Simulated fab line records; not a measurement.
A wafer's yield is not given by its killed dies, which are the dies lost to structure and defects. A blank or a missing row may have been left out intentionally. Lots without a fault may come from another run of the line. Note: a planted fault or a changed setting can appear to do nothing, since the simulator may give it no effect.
fab line records	flow rit-cmos	part 1 of 2: steps 1 to 34 of 48
record: lots: 5	wafers: 15	last-day: 5
route steps=202 shown FOX2@23 NWELL@28 PWELL@39 WELLDRIVE@50 NRETRO@53 PRETRO@64
lots that met no fault: taken from a fault-free run of the same line
start-h: hours from the record's opening day to when the first of the lot's shown wafers began	wait-h: how many hours have passed since the lot's step before this one	" as in the row above	L1.1+2: one row covering several wafers at once	- value missing, or start not given	* or withheld: withheld	< > ~ a bound
route shown NAME@n: a module of which the file shows steps, and the number in the route of the first	usual: average and standard deviation across the fault-free wafers	same: alike in all rows	chamber/n: place in a boat	sites: each site's reading	_std_site: their standard deviation	_edge_site: inner sites' mean taken away from outer sites' mean	radius-mm: for every site, how far away it sits from the centre of the wafer	mask NAME#n: copy n	behind: the tool/chamber that last shaped the wafer	hold: why the lot went on hold/how many hours it stayed there/how the hold came to an end	device: names the non-switching transistor (n, p or np)	end of line: the same wafers' tests at the end of the route	a step given without rows: its recipe and nothing more	killed: dies lost to structure and defects at the first sort, not the wafer's yield	map: dies across one wafer; x = killed, . = not, _ = none there
set.NAME: setting as actually run; set.NAME@STEP: the setting as run at that earlier step	model.NAME: the simulator's own value behind a step, which no gauge read
lots seen at some steps along the route; tables by step, rows by wafer
services: when a tool's chamber went out of use (start-h, in hours from the record's first day, below 0 if earlier), for how many hours, and the reason
== steps ==
step: RIT_FOX2_OXIDATION_00
recipe: temp-c: 1100	ambient: H2O	target-thk-a: 3507	p-h2o-torr: 720	ox-time-s: 1130
usual: ox-temp-c: 1100.0/0.5	spike-tc-source-C: 1127.9/1.1	zone-power-source-pct: 42.5/0.97
lot.wafer	tool	chamber	start-h	wait-h	ox-temp-c	spike-tc-source-C	zone-power-source-pct
L075.1	furnace-03	0	22.12	0.0	1100.3	1127.8	42.9
L075.4	"	0	"	"	1100.0	1127.8	41.9
L075.6	"	0	"	"	1099.8	1129.1	42.3
L078.1	furnace-02	0	37.94	0.0	1099.9	1130.1	44.2
L078.3	"	0	"	"	1099.8	1128.8	42.9
L078.4	"	0	"	"	1099.7	1129.2	43.9
L079.2	furnace-04	0	42.12	0.0	1100.7	1127.7	41.8
L079.3	"	0	"	"	1100.2	1126.9	41.2
L079.5	"	0	"	"	1100.4	1128.1	41.6
L083.1	furnace-04	0	62.96	0.0	1099.6	1127.7	40.7
L083.3	"	0	"	"	1100.7	1127.6	41.8
L083.4	"	0	"	"	1099.5	1127.6	41.4
L085.3	furnace-02	0	73.58	0.0	1099.9	1128.4	43.4
L085.4	"	0	"	"	1100.4	1127.1	43.9
L085.5	"	0	"	"	1100.6	1127.5	43.8
step: RIT_FOX2_THK_MEAS_01
recipe: reads: SiO2_of_FOX2_OXIDATION_00
usual: FOX2_OXIDE_THK: 348/6.3
lot.wafer	tool	chamber	start-h	wait-h	FOX2_OXIDE_THK[nm]
L075.1	film-metro-03	-	23.43	0.0	342
L075.4	"	-	"	"	341
L075.6	"	-	"	"	337
L078.1	film-metro-03	-	39.25	0.0	350
L078.3	"	-	"	"	351
L078.4	"	-	"	"	351
L079.2	film-metro-02	-	43.44	0.0	345
L079.3	"	-	"	"	342
L079.5	"	-	"	"	347
L083.1	film-metro-03	-	64.28	0.0	363
L083.3	"	-	"	"	360
L083.4	"	-	"	"	362
L085.3	film-metro-02	-	74.91	0.0	356
L085.4	"	-	"	"	354
L085.5	"	-	"	"	351
step: RIT_FOX2_CLEAN_02
recipe: chemistry: dHF	dilution: 50:1	time-s: 180
lot.wafer	tool	chamber	start-h	wait-h
L075.1+4+6	wet-bench-02	2	23.49	0.1
L078.1+3+4	wet-bench-02	3	39.31	0.1
L079.2+3+5	wet-bench-01	0	43.49	0.0
L083.1+3+4	wet-bench-03	2	64.34	0.1
L085.3+4+5	wet-bench-02	0	74.95	0.0
step: RIT_FOX2_WET_ETCH_03
recipe: chemistry: H3PO4	target: Si3N4	target-depth-nm: 195	temp-c: 165	time-s: 2700
lot.wafer	tool	chamber	start-h	wait-h
L075.1+4+6	wet-bench-03	1	23.55	0.0
L078.1+3+4	wet-bench-03	2	39.37	0.0
L079.2+3+5	wet-bench-03	3	43.55	0.0
L083.1+3+4	wet-bench-01	0	64.40	0.0
L085.3+4+5	wet-bench-03	1	75.02	0.0
step: RIT_FOX2_THK_MEAS_90
recipe: reads: SiO2_of_FOX2_OXIDATION_00
usual: FIELD_OXIDE_LEFT_1_THK: 321/6.3
lot.wafer	tool	chamber	start-h	wait-h	FIELD_OXIDE_LEFT_1_THK[nm]
L075.1	film-metro-04	-	24.31	0.0	315
L075.4	"	-	"	"	314
L075.6	"	-	"	"	310
L078.1	film-metro-02	-	40.13	0.0	323
L078.3	"	-	"	"	324
L078.4	"	-	"	"	324
L079.2	film-metro-04	-	44.32	0.0	318
L079.3	"	-	"	"	315
L079.5	"	-	"	"	320
L083.1	film-metro-02	-	65.16	0.0	336
L083.3	"	-	"	"	333
L083.4	"	-	"	"	335
L085.3	film-metro-03	-	75.86	0.0	328
L085.4	"	-	"	"	326
L085.5	"	-	"	"	323
step: RIT_NWELL_HMDS_00
recipe: prime-time-s: 60	prime-temp-c: 140
usual: prime-temp-c: 140.01/0.13
lot.wafer	tool	chamber	start-h	wait-h	prime-temp-c
L075.1	litho-track-03	0	24.37	0.1	140.00
L075.4	"	0	"	"	139.94
L075.6	"	0	"	"	140.16
L078.1	litho-track-02	0	40.19	0.1	140.03
L078.3	"	0	"	"	140.03
L078.4	"	0	"	"	139.98
L079.2	litho-track-01	0	44.40	0.1	139.93
L079.3	"	0	"	"	140.07
L079.5	"	0	"	"	140.01
L083.1	litho-track-01	0	65.22	0.1	140.08
L083.3	"	0	"	"	140.06
L083.4	"	0	"	"	139.97
L085.3	litho-track-02	0	75.95	0.1	140.15
L085.4	"	0	"	"	140.17
L085.5	"	0	"	"	140.12
step: RIT_NWELL_COAT_01
recipe: resist: NOVOLAK	spin-rpm: 2000	resist-thk-nm: 1300
lot.wafer	tool	chamber	start-h	wait-h
L075.1+4+6	litho-track-03	0	24.52	0.1
L078.1+3+4	litho-track-02	0	40.34	0.1
L079.2+3+5	litho-track-01	0	44.55	0.1
L083.1+3+4	litho-track-01	0	65.37	0.1
L085.3+4+5	litho-track-02	0	76.10	0.1
step: RIT_NWELL_SOFTBAKE_02
recipe: resist: NOVOLAK	temp-c: 90	time-s: 60
lot.wafer	tool	chamber	start-h	wait-h
L075.1+4+6	litho-track-03	0	24.67	0.1
L078.1+3+4	litho-track-02	0	40.49	0.1
L079.2+3+5	litho-track-01	0	44.70	0.1
L083.1+3+4	litho-track-01	0	65.52	0.1
L085.3+4+5	litho-track-02	0	76.25	0.1
step: RIT_NWELL_EXPOSE_03
recipe: mask-id: M2	na: 0.57	target-cd-nm: 43900	dose-mj: 250
lot.wafer	tool	chamber	start-h	wait-h	mask
L075.1+4+6	iline-stepper-02	0	24.82	0.1	M2#0
L078.1+3+4	iline-stepper-02	0	40.64	0.1	M2#0
L079.2+3+5	iline-stepper-01	0	44.97	0.2	M2#0
L083.1+3+4	iline-stepper-02	0	65.67	0.1	M2#0
L085.3+4+5	iline-stepper-02	0	76.52	0.2	M2#0
step: RIT_NWELL_PEB_04
recipe: resist: NOVOLAK	temp-c: withheld	time-s: withheld
lot.wafer	tool	chamber	start-h	wait-h
L075.1+4+6	litho-track-02	0	24.94	0.1
L078.1+3+4	litho-track-01	0	40.76	0.1
L079.2+3+5	litho-track-03	0	45.09	0.1
L083.1+3+4	litho-track-01	0	65.82	0.1
L085.3+4+5	litho-track-03	0	76.65	0.1
step: RIT_NWELL_DEVELOP_05
recipe: resist: NOVOLAK	develop-time-s: 68	dev-temp-c: 23
lot.wafer	tool	chamber	start-h	wait-h
L075.1+4+6	litho-track-02	0	-	-
L078.1+3+4	litho-track-01	0	-	-
L079.2+3+5	litho-track-03	0	-	-
L083.1+3+4	litho-track-01	0	-	-
L085.3+4+5	litho-track-03	0	-	-
step: RIT_NWELL_OVL_MEAS_06
usual: NWELL_OVL: 0.2/1.4
lot.wafer	tool	chamber	start-h	wait-h	NWELL_OVL[nm]
L075.1	overlay-01	-	25.25	-	0.5
L075.4	"	-	"	"	1.2
L075.6	"	-	"	"	-0.4
L078.1	overlay-02	-	41.07	-	0.0
L078.3	"	-	"	"	-0.9
L078.4	"	-	"	"	0.5
L079.2	overlay-01	-	45.38	-	0.1
L079.3	"	-	"	"	0.9
L079.5	"	-	"	"	1.6
L083.1	overlay-01	-	66.13	-	-0.4
L083.3	"	-	"	"	-2.9
L083.4	"	-	"	"	-1.6
L085.3	overlay-02	-	76.92	-	2.7
L085.4	"	-	"	"	0.9
L085.5	"	-	"	"	-0.6
step: RIT_NWELL_HARDBAKE_07
recipe: resist: NOVOLAK	temp-c: 140	time-s: 120
lot.wafer	tool	chamber	start-h	wait-h
L075.1+4+6	litho-track-03	0	25.29	0.0
L078.1+3+4	litho-track-01	0	41.11	0.0
L079.2+3+5	litho-track-03	0	45.45	0.1
L083.1+3+4	litho-track-01	0	66.17	0.0
L085.3+4+5	litho-track-01	0	77.03	0.1
step: RIT_NWELL_IMPLANT_08
recipe: species: P	energy-kev: 170	dose-cm2: 5e+13	tilt-deg: 7
usual: end-station-pressure-torr: 5.11e-06/2.6e-07
same: implant-ion-amu: 31
lot.wafer	tool	chamber	start-h	wait-h	end-station-pressure-torr
L075.1	implanter-04	0	25.54	0.2	4.98e-06
L075.4	"	0	"	"	4.84e-06
L075.6	"	0	"	"	4.99e-06
L078.1	implanter-02	0	41.36	0.2	5.22e-06
L078.3	"	0	"	"	5.13e-06
L078.4	"	0	"	"	5.13e-06
L079.2	implanter-04	0	45.69	0.2	5.12e-06
L079.3	"	0	"	"	5.39e-06
L079.5	"	0	"	"	5.12e-06
L083.1	implanter-02	0	66.42	0.2	5.33e-06
L083.3	"	0	"	"	5.25e-06
L083.4	"	0	"	"	5.13e-06
L085.3	implanter-03	0	77.25	0.2	4.99e-06
L085.4	"	0	"	"	5.35e-06
L085.5	"	0	"	"	4.88e-06
step: RIT_NWELL_STRIP_09
recipe: chemistry: O2	time-s: 180	resist: NOVOLAK	platen-temp-c: withheld	power-w: 500	pressure-mtorr: 4000	o2-flow-sccm: 4000
usual: drypump-motor-current-A: 5.5/0.6
lot.wafer	tool	chamber	start-h	wait-h	drypump-motor-current-A	rf-hours-counter-h
L075.1	plasma-asher-01	1	25.69	0.1	4.8	23
L075.4	"	0	"	"	5.2	-
L075.6	"	0	"	"	5.2	-
L078.1	plasma-asher-04	0	41.51	0.1	5.0	41
L078.3	"	1	"	"	6.5	-
L078.4	"	0	"	"	5.0	-
L079.2	plasma-asher-02	1	45.81	0.1	6.1	40
L079.3	"	0	"	"	5.3	-
L079.5	"	1	"	"	6.1	-
L083.1	plasma-asher-01	1	66.57	0.1	4.8	27
L083.3	"	1	"	"	4.8	-
L083.4	"	0	"	"	5.2	-
L085.3	plasma-asher-02	0	77.40	0.1	5.3	-
L085.4	"	1	"	"	6.1	-
L085.5	"	1	"	"	6.1	-
step: RIT_NWELL_TW_MEAS_10
usual: NWELL_TW: 2136/13
lot.wafer	tool	chamber	start-h	wait-h	NWELL_TW
L075.1	film-metro-04	-	25.86	0.1	2141
L075.4	"	-	"	"	2143
L075.6	"	-	"	"	2141
L078.1	film-metro-03	-	41.68	0.1	2113
L078.3	"	-	"	"	2112
L078.4	"	-	"	"	2122
L079.2	film-metro-01	-	46.00	0.1	2148
L079.3	"	-	"	"	2151
L079.5	"	-	"	"	2139
L083.1	film-metro-03	-	66.74	0.1	2119
L083.3	"	-	"	"	2113
L083.4	"	-	"	"	2120
L085.3	film-metro-01	-	77.54	0.1	2116
L085.4	"	-	"	"	2114
L085.5	"	-	"	"	2126
step: RIT_PWELL_HMDS_00
recipe: prime-time-s: 60	prime-temp-c: 140
usual: prime-temp-c: 140.02/0.14
lot.wafer	tool	chamber	start-h	wait-h	prime-temp-c
L075.1	litho-track-02	0	25.92	0.1	140.04
L075.4	"	0	"	"	139.81
L075.6	"	0	"	"	140.04
L078.1	litho-track-02	0	41.74	0.1	140.07
L078.3	"	0	"	"	139.90
L078.4	"	0	"	"	139.98
L079.2	litho-track-03	0	46.07	0.1	139.76
L079.3	"	0	"	"	139.82
L079.5	"	0	"	"	139.88
L083.1	litho-track-02	0	66.80	0.1	140.01
L083.3	"	0	"	"	140.08
L083.4	"	0	"	"	140.00
L085.3	litho-track-04	0	77.63	0.1	140.06
L085.4	"	0	"	"	140.11
L085.5	"	0	"	"	139.92
step: RIT_PWELL_COAT_01
recipe: resist: NOVOLAK	spin-rpm: 2000	resist-thk-nm: 1300
lot.wafer	tool	chamber	start-h	wait-h
L075.1+4+6	litho-track-02	0	26.07	0.1
L078.1+3+4	litho-track-02	0	41.89	0.1
L079.2+3+5	litho-track-03	0	46.22	0.1
L083.1+3+4	litho-track-02	0	66.95	0.1
L085.3+4+5	litho-track-04	0	77.78	0.1
step: RIT_PWELL_SOFTBAKE_02
recipe: resist: NOVOLAK	temp-c: 90	time-s: 60
lot.wafer	tool	chamber	start-h	wait-h
L075.1+4+6	litho-track-02	0	26.22	0.1
L078.1+3+4	litho-track-02	0	42.04	0.1
L079.2+3+5	litho-track-03	0	46.37	0.1
L083.1+3+4	litho-track-02	0	67.10	0.1
L085.3+4+5	litho-track-04	0	77.93	0.1
step: RIT_PWELL_EXPOSE_03
recipe: mask-id: M3	na: 0.57	target-cd-nm: 43700	dose-mj: 250
lot.wafer	tool	chamber	start-h	wait-h	mask
L075.1+4+6	iline-stepper-01	0	26.50	0.2	M3#0
L078.1+3+4	iline-stepper-01	0	42.41	0.3	M3#0
L079.2+3+5	iline-stepper-02	0	46.64	0.2	M3#0
L083.1+3+4	iline-stepper-02	0	67.25	0.1	M3#0
L085.3+4+5	iline-stepper-02	0	78.19	0.2	M3#0
step: RIT_PWELL_PEB_04
recipe: resist: NOVOLAK	temp-c: withheld	time-s: withheld
lot.wafer	tool	chamber	start-h	wait-h
L075.1+4+6	litho-track-03	0	26.61	0.1
L078.1+3+4	litho-track-02	0	42.53	0.1
L079.2+3+5	litho-track-03	0	46.76	0.1
L083.1+3+4	litho-track-04	0	67.37	0.1
L085.3+4+5	litho-track-02	0	78.32	0.1
step: RIT_PWELL_DEVELOP_05
recipe: resist: NOVOLAK	develop-time-s: 68	dev-temp-c: 23
lot.wafer	tool	chamber	start-h	wait-h
L075.1+4+6	litho-track-03	0	-	-
L078.1+3+4	litho-track-02	0	-	-
L079.2+3+5	litho-track-03	0	-	-
L083.1+3+4	litho-track-04	0	-	-
L085.3+4+5	litho-track-02	0	-	-
step: RIT_PWELL_OVL_MEAS_06
usual: PWELL_OVL: -0.2/1.6
lot.wafer	tool	chamber	start-h	wait-h	PWELL_OVL[nm]
L075.1	overlay-02	-	26.93	-	-1.2
L075.4	"	-	"	"	-2.6
L075.6	"	-	"	"	-4.0
L078.1	overlay-02	-	42.84	-	-1.7
L078.3	"	-	"	"	-3.2
L078.4	"	-	"	"	-0.9
L079.2	overlay-02	-	47.06	-	0.6
L079.3	"	-	"	"	1.0
L079.5	"	-	"	"	2.8
L083.1	overlay-01	-	67.68	-	-0.7
L083.3	"	-	"	"	0.0
L083.4	"	-	"	"	0.6
L085.3	overlay-01	-	78.60	-	-0.2
L085.4	"	-	"	"	-1.6
L085.5	"	-	"	"	0.9
step: RIT_PWELL_HARDBAKE_07
recipe: resist: NOVOLAK	temp-c: 140	time-s: 120
lot.wafer	tool	chamber	start-h	wait-h
L075.1+4+6	litho-track-02	0	26.97	0.0
L078.1+3+4	litho-track-02	0	42.88	0.0
L079.2+3+5	litho-track-03	0	47.13	0.1
L083.1+3+4	litho-track-04	0	67.72	0.0
L085.3+4+5	litho-track-03	0	78.71	0.1
step: RIT_PWELL_IMPLANT_08
recipe: species: B	energy-kev: 170	dose-cm2: 7e+13	tilt-deg: 7
usual: end-station-pressure-torr: 5.16e-06/2.5e-07
same: implant-ion-amu: 11
lot.wafer	tool	chamber	start-h	wait-h	end-station-pressure-torr
L075.1	implanter-04	0	27.22	0.2	5.52e-06
L075.4	"	0	"	"	5.15e-06
L075.6	"	0	"	"	5.15e-06
L078.1	implanter-03	0	43.13	0.2	5.33e-06
L078.3	"	0	"	"	5.13e-06
L078.4	"	0	"	"	5.07e-06
L079.2	implanter-01	0	47.36	0.2	5.52e-06
L079.3	"	0	"	"	5.04e-06
L079.5	"	0	"	"	5.07e-06
L083.1	implanter-04	0	67.97	0.2	4.99e-06
L083.3	"	0	"	"	4.78e-06
L083.4	"	0	"	"	4.95e-06
L085.3	implanter-01	0	78.92	0.2	5.47e-06
L085.4	"	0	"	"	5.36e-06
L085.5	"	0	"	"	4.98e-06
step: RIT_PWELL_STRIP_09
recipe: chemistry: O2	time-s: 180	resist: NOVOLAK	platen-temp-c: withheld	power-w: 500	pressure-mtorr: 4000	o2-flow-sccm: 4000
usual: drypump-motor-current-A: 5.7/0.65
lot.wafer	tool	chamber	start-h	wait-h	drypump-motor-current-A	rf-hours-counter-h
L075.1	plasma-asher-02	0	27.37	0.1	5.3	38
L075.4	"	1	"	"	6.2	-
L075.6	"	0	"	"	5.3	-
L078.1	plasma-asher-04	0	43.28	0.1	5.0	41
L078.3	"	1	"	"	6.5	-
L078.4	"	0	"	"	5.0	-
L079.2	plasma-asher-04	0	47.49	0.1	5.0	42
L079.3	"	1	"	"	6.5	-
L079.5	"	0	"	"	5.0	-
L083.1	plasma-asher-02	0	68.12	0.1	5.3	43
L083.3	"	1	"	"	6.2	-
L083.4	"	0	"	"	5.3	-
L085.3	plasma-asher-03	1	79.08	0.1	5.0	-
L085.4	"	0	"	"	6.3	-
L085.5	"	0	"	"	6.3	-
step: RIT_PWELL_TW_MEAS_10
usual: PWELL_TW: 949/5.4
lot.wafer	tool	chamber	start-h	wait-h	PWELL_TW
L075.1	film-metro-04	-	27.54	0.1	956
L075.4	"	-	"	"	946
L075.6	"	-	"	"	949
L078.1	film-metro-01	-	43.45	0.1	945
L078.3	"	-	"	"	947
L078.4	"	-	"	"	945
L079.2	film-metro-04	-	47.67	0.1	951
L079.3	"	-	"	"	952
L079.5	"	-	"	"	952
L083.1	film-metro-04	-	68.29	0.1	958
L083.3	"	-	"	"	954
L083.4	"	-	"	"	951
L085.3	film-metro-04	-	79.22	0.1	946
L085.4	"	-	"	"	947
L085.5	"	-	"	"	943
step: RIT_WELLDRIVE_ANNEAL_00
recipe: temp-c: 1100	time-s: 14700	ambient: N2
usual: spike-tc-source-C: 1128.1/1.2	zone-power-source-pct: 41.0/1
lot.wafer	tool	chamber	start-h	wait-h	spike-tc-source-C	zone-power-source-pct
L075.1	furnace-01	0	27.60	0.1	1127.1	40.4
L075.4	"	0	"	"	1128.9	40.5
L075.6	"	0	"	"	1127.6	40.9
L078.1	furnace-01	0	43.51	0.1	1127.1	40.6
L078.3	"	0	"	"	1126.9	40.0
L078.4	"	0	"	"	1129.0	40.2
L079.2	furnace-04	0	48.10	0.4	1128.4	40.8
L079.3	"	0	"	"	1127.0	42.8
L079.5	"	0	"	"	1127.6	41.2
L083.1	furnace-01	0	68.35	0.1	1127.9	40.5
L083.3	"	0	"	"	1125.6	39.9
L083.4	"	0	"	"	1128.7	40.8
L085.3	furnace-01	0	79.82	0.6	1129.3	40.1
L085.4	"	0	"	"	1127.0	40.9
L085.5	"	0	"	"	1130.6	40.5
step: RIT_WELLDRIVE_RS_MEAS_01
recipe: thk-meas-gauge: four-point-probe
usual: NWELL_RS: 275.1/0.76
lot.wafer	tool	chamber	start-h	wait-h	NWELL_RS[ohm/sq]
L075.1	film-metro-03	-	32.69	0.0	274.6
L075.4	"	-	"	"	274.6
L075.6	"	-	"	"	274.9
L078.1	film-metro-04	-	48.60	0.0	273.9
L078.3	"	-	"	"	274.4
L078.4	"	-	"	"	274.0
L079.2	film-metro-04	-	53.20	0.0	273.7
L079.3	"	-	"	"	274.2
L079.5	"	-	"	"	274.3
L083.1	film-metro-01	-	73.44	0.0	275.4
L083.3	"	-	"	"	274.9
L083.4	"	-	"	"	276.3
L085.3	film-metro-03	-	84.95	0.0	276.0
L085.4	"	-	"	"	275.4
L085.5	"	-	"	"	274.7
step: RIT_WELLDRIVE_RS_MEAS_02
recipe: thk-meas-gauge: four-point-probe
usual: PWELL_RS: 428.7/1
lot.wafer	tool	chamber	start-h	wait-h	PWELL_RS[ohm/sq]
L075.1	film-metro-03	-	32.81	0.1	427.1
L075.4	"	-	"	"	428.9
L075.6	"	-	"	"	428.5
L078.1	film-metro-04	-	48.72	0.1	430.1
L078.3	"	-	"	"	430.2
L078.4	"	-	"	"	429.5
L079.2	film-metro-04	-	53.32	0.1	429.4
L079.3	"	-	"	"	428.7
L079.5	"	-	"	"	429.5
L083.1	film-metro-01	-	73.56	0.1	428.7
L083.3	"	-	"	"	428.4
L083.4	"	-	"	"	428.8
L085.3	film-metro-03	-	85.07	0.1	428.7
L085.4	"	-	"	"	429.0
L085.5	"	-	"	"	428.7
step: RIT_NRETRO_HMDS_00
recipe: prime-time-s: 60	prime-temp-c: 140
usual: prime-temp-c: 140.02/0.14
lot.wafer	tool	chamber	start-h	wait-h	prime-temp-c
L075.1	litho-track-01	0	32.93	0.1	139.75
L075.4	"	0	"	"	140.12
L075.6	"	0	"	"	140.26
L078.1	litho-track-01	0	48.84	0.1	140.22
L078.3	"	0	"	"	140.47
L078.4	"	0	"	"	140.26
L079.2	litho-track-04	0	53.45	0.1	139.84
L079.3	"	0	"	"	139.81
L079.5	"	0	"	"	139.96
L083.1	litho-track-04	0	73.74	0.2	140.05
L083.3	"	0	"	"	140.00
L083.4	"	0	"	"	139.84
L085.3	litho-track-04	0	85.20	0.1	140.12
L085.4	"	0	"	"	140.10
L085.5	"	0	"	"	140.07
step: RIT_NRETRO_COAT_01
recipe: resist: NOVOLAK	spin-rpm: 2000	resist-thk-nm: 1300
lot.wafer	tool	chamber	start-h	wait-h
L075.1+4+6	litho-track-01	0	33.08	0.1
L078.1+3+4	litho-track-01	0	48.99	0.1
L079.2+3+5	litho-track-04	0	53.60	0.1
L083.1+3+4	litho-track-04	0	73.89	0.1
L085.3+4+5	litho-track-04	0	85.35	0.1
step: RIT_NRETRO_SOFTBAKE_02
recipe: resist: NOVOLAK	temp-c: 90	time-s: 60
lot.wafer	tool	chamber	start-h	wait-h
L075.1+4+6	litho-track-01	0	33.23	0.1
L078.1+3+4	litho-track-01	0	49.14	0.1
L079.2+3+5	litho-track-04	0	53.75	0.1
L083.1+3+4	litho-track-04	0	74.04	0.1
L085.3+4+5	litho-track-04	0	85.50	0.1
step: RIT_NRETRO_EXPOSE_03
recipe: mask-id: M4	na: 0.57	target-cd-nm: 43900	dose-mj: 250
lot.wafer	tool	chamber	start-h	wait-h	mask
L075.1+4+6	iline-stepper-01	0	33.50	0.2	M4#0
L078.1+3+4	iline-stepper-02	0	49.41	0.2	M4#0
L079.2+3+5	iline-stepper-01	0	54.02	0.2	M4#0
L083.1+3+4	iline-stepper-02	0	74.32	0.2	M4#0
L085.3+4+5	iline-stepper-01	0	85.64	0.1	M4#0
